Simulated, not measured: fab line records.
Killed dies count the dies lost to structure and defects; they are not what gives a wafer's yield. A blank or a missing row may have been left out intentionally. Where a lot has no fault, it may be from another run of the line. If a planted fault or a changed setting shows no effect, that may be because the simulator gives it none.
A lot that was struck, set against a sound lot :: flow berkeley cmos170 :: 19 steps out of a route of 331
Sound: the wafers L431.2, L431.4, L431.5. Struck: wafers L426.4, L426.5, L426.6. The cause is given at the end.
Per side, at each step with rows, come the tool, then ch with its chambers, and then its first start. Under that, the readings that differ: sound wafers :: struck wafers :: difference of the means :: sigmas: that difference in standard deviations of wafers without a fault.
alike: same words and numbers on both sides, and readings whose means sit less than 2 such deviations apart. not compared: any withheld reading, any reading some wafer has no value for, any bound like >300 that may hide the same value, and any number with overlapping values for which the record gives no deviation.
A row with sigmas, a row that says differs or no value, or rows on one side alone: a step with any of these is where the two part. Numbers that have no deviation but don't overlap get no sigmas and don't part them. A reading that every wafer of one side lacks parts them only if that side has two wafers or more.

first, 4 steps without rows for these wafers: UCB170_WELLDRIVE_WET_ETCH_04 (etches SiO2 in BOE, time 120 s); UCB170_ACTIVE_CLEAN_00 (cleans in SPM, time 600 s); UCB170_ACTIVE_CLEAN_01 (cleans in dHF, time 60 s); UCB170_ACTIVE_OXIDATION_02 (target thk 26.4 nm, ox time 1260 s).
UCB170_ACTIVE_THK_MEAS_03:
  struck on film metro-01, day 6 18:28; sound on film metro-01, day 7 09:45
  alike: ACTIVE_OXIDE_THK
then, 2 steps without rows for these wafers: UCB170_ACTIVE_ANNEAL_04 (time 900 s); UCB170_ACTIVE_CVD_05 (deposits Si3N4 from SiH2Cl2/NH3, target thk 220 nm, time 3300 s).
UCB170_ACTIVE_THK_MEAS_06:
  struck on film metro-03, day 7 01:35; sound on film metro-01, day 7 17:23
  alike: ACTIVE_NITRIDE_THK
then, 4 steps without rows for these wafers: UCB170_ACTIVE_HMDS_07 (prime time 60 s); UCB170_ACTIVE_COAT_08 (resist thk 900 nm); UCB170_ACTIVE_SOFTBAKE_09 (time 60 s); UCB170_ACTIVE_EXPOSE_10 (exposes mask ACTIVE, target cd 1200 nm).
UCB170_ACTIVE_PEB_11:
  sound on litho track-04 ch 0, day 7 18:42; struck on litho track-03 ch 0, day 7 02:35
reading: plate temp C (C)
sound: 130.17 129.93 129.93
struck: 111.11 111.03 111.17
difference: -18.91
sigmas: -99 or more
  alike: exhaust pa
then, 1 step without rows for these wafers: UCB170_ACTIVE_DEVELOP_12 (develop time 45 s).
UCB170_ACTIVE_CD_MEAS_13 targets a cd of 1200 nm.
  struck on cd sem-02, day 7 02:51; sound on cd sem-01, day 7 19:04
reading: cd nm (nm)
sound: 1202.2 1203.0 1202.7
struck: 1483.0 1483.9 1483.0
difference: +280.7
sigmas: +99 or more
UCB170_ACTIVE_OVL_MEAS_14:
  struck on overlay-02, day 7 02:56; sound on overlay-02, day 7 19:10
  alike: ACTIVE_OVL
UCB170_ACTIVE_ETCH_15: etches Si3N4 in CH3F/Ar/O2, stops on SiO2, target depth 242 nm, time 151 s.
  sound on rie diel-04 ch 1,2, day 7 19:11; struck on rie diel-04 ch 0,1,2, day 7 03:00
reading: model.ACTIVE.cd nm (nm)
sound: 1202 1203 1202
struck: 1483 1484 1483
difference: +281
sigmas: 
  alike: CH3F_flow_sccm, drypump motor current A, oes product au, rf fwd power W, throttle valve pct
  not compared: rf hours counter h
UCB170_ACTIVE_STRIP_16: strips in O2.
  sound on plasma asher-01 ch 0,1, day 7 19:17; struck on plasma asher-02 ch 0,1, day 7 03:05
  alike: drypump motor current A, oes product au, strip time to endpoint s
  not compared: rf hours counter h
-- the record jumps here: 4 days lie between the struck wafers' starts before and after (it left off in module ACTIVE and takes up again in module M3, whose first step shown is number 331 of the route) --
UCB170_M3_PROBE_99:
  rows exist in the record for the struck wafers here (prober-01, day 11 07:56), but not for the sound ones

== WHERE THEY PART ==
First at UCB170_ACTIVE_PEB_11; last, within this record, at UCB170_M3_PROBE_99.

WHY: the cause the simulator had injected
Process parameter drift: litho track-03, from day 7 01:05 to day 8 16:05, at UCB170_ACTIVE_PEB_11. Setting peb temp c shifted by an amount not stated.
